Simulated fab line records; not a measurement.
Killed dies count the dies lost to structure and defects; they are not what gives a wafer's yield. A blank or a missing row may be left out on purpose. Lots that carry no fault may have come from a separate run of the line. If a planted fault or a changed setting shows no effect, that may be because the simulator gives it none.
Which tool was responsible? + flow ritCmos + Sampling: 15 lots, 45 wafers, 2 of 202 route steps

WHAT EACH GAUGE READ, for each wafer
Not one reading of a measure or inspect step in the record can be checked against a usual standard deviation.

WHAT TOOL EACH LOT RAN ON (gives the tool, then ch and the chambers of the sampled wafers, and finally the start)
| lot  | RIT_CONTACT_STRIP_12               | RIT_M1_PROBE_99        |
|------|------------------------------------|------------------------|
| L281 | plasmaAsher-01 ch 0,1, day 3 10:19 | -                      |
| L283 | plasmaAsher-03 ch 0,1, day 3 19:34 | -                      |
| L284 | plasmaAsher-03 ch 0,1, day 3 23:02 | -                      |
| L287 | plasmaAsher-02 ch 0,1, day 4 15:03 | prober-02, day 4 19:53 |
| L288 | plasmaAsher-03 ch 0,1, day 4 20:09 | prober-01, day 5 01:01 |
| L289 | plasmaAsher-02 ch 0,1, day 5 02:25 | prober-02, day 5 07:13 |
| L293 | plasmaAsher-02 ch 0,1, day 5 20:58 | prober-02, day 6 01:50 |
| L294 | plasmaAsher-01 ch 0,1, day 5 23:29 | -                      |
| L296 | plasmaAsher-02 ch 0,1, day 6 11:41 | -                      |
| L297 | plasmaAsher-02 ch 0,1, day 6 13:58 | prober-02, day 6 18:49 |
| L298 | plasmaAsher-01 ch 0,1, day 6 19:44 | -                      |
| L299 | plasmaAsher-03 ch 0, day 7 02:33   | -                      |
| L300 | plasmaAsher-03 ch 0,1, day 7 05:04 | -                      |
| L302 | plasmaAsher-01 ch 0,1, day 7 14:10 | -                      |
| L304 | plasmaAsher-02 ch 0,1, day 8 00:36 | -                      |
- RIT_CONTACT_STRIP_12: strips in O2, time 180 s.
- RIT_M1_PROBE_99

AS READ BY THE TOOLS THEMSELVES (means over the sampled wafers that have a number; for cases with no such wafer, the mark the record gives instead)
RIT_CONTACT_STRIP_12. Usual: chamberPressureMTorr 4000 mTorr, standard deviation 3.5; drypumpMotorCurrentA 5.41 A, standard deviation 0.25.
| lot  | tool           | chamberPressureMTorr (mTorr) | drypumpMotorCurrentA (A) | flag |
|------|----------------|------------------------------|--------------------------|------|
| L281 | plasmaAsher-01 | 4001                         | 5.58                     |      |
| L283 | plasmaAsher-03 | 4002                         | 5.14                     |      |
| L284 | plasmaAsher-03 | 3997                         | 5.15                     |      |
| L287 | plasmaAsher-02 | -                            | -                        | OFF  |
| L288 | plasmaAsher-03 | -                            | -                        | OFF  |
| L289 | plasmaAsher-02 | -                            | -                        | OFF  |
| L293 | plasmaAsher-02 | 3999                         | 5.53                     |      |
| L294 | plasmaAsher-01 | 4000                         | 5.34                     |      |
| L296 | plasmaAsher-02 | 3998                         | 5.47                     |      |
| L297 | plasmaAsher-02 | 3998                         | 5.51                     |      |
| L298 | plasmaAsher-01 | 3999                         | 5.56                     |      |
| L299 | plasmaAsher-03 | 3998                         | 5.16                     |      |
| L300 | plasmaAsher-03 | 3999                         | 5.13                     |      |
| L302 | plasmaAsher-01 | 3999                         | 5.34                     |      |
| L304 | plasmaAsher-02 | 3999                         | 5.52                     |      |

RIT_M1_PROBE_99. Usual: killed_at_M0_to_M3 0.0 (standard deviation 0.12); killedAtContacts 0.0 (standard deviation 0.16); killedAtFrontEnd 7.1 (standard deviation 2.7); killedDies 7.2 (standard deviation 2.7); killedOnRim 1.9 (standard deviation 1.2); killedOpen 3.5 (standard deviation 1.9); killedShort 3.6 (standard deviation 1.9).
| lot  | tool      | killed_at_M0_to_M3 | killedAtContacts | killedAtFrontEnd | killedDies | killedOnRim | killedOpen | killedShort | flag |
|------|-----------|--------------------|------------------|------------------|------------|-------------|------------|-------------|------|
| L287 | prober-02 | 256.3              | 0.0              | 7.7              | 264.0      | 70.0        | 3.0        | 4.7         | OFF  |
| L288 | prober-01 | 256.3              | 0.0              | 7.7              | 264.0      | 70.0        | 4.0        | 3.7         | OFF  |
| L289 | prober-02 | 259.0              | 0.0              | 5.0              | 264.0      | 70.0        | 3.0        | 2.0         | OFF  |
| L293 | prober-02 | 0.0                | 0.0              | 6.0              | 6.0        | 1.7         | 3.0        | 3.0         |      |
| L297 | prober-02 | 0.0                | 0.0              | 10.3             | 10.3       | 2.3         | 4.0        | 6.3         |      |

THE ANSWER, worked out from the rows above alone
Rule: take the mean of a lot's wafers that have a number; if it is more than 3 standard deviations from the usual mean, the lot is off. A lot without any number at a reading at which 4 lots or more have one is off too. Any other lot the step has rows for is counted as sound. First the gauges in route order, then the tools' own readings, where a lot's mean is used as printed above. At the first step where some lot is off, the reading lying furthest off is the one used; lots without a number count as furthest.
Off, at RIT_CONTACT_STRIP_12 on chamberPressureMTorr: L287, L288, L289. Without a number there: L287, L288, L289.
If a tool, at that step or one of the process steps before it, ran each lot that is off and ran no sound lot following the first of them, it fits. No candidate that was tried fits.

WHAT HAD BEEN PUT IN BY THE SIMULATOR
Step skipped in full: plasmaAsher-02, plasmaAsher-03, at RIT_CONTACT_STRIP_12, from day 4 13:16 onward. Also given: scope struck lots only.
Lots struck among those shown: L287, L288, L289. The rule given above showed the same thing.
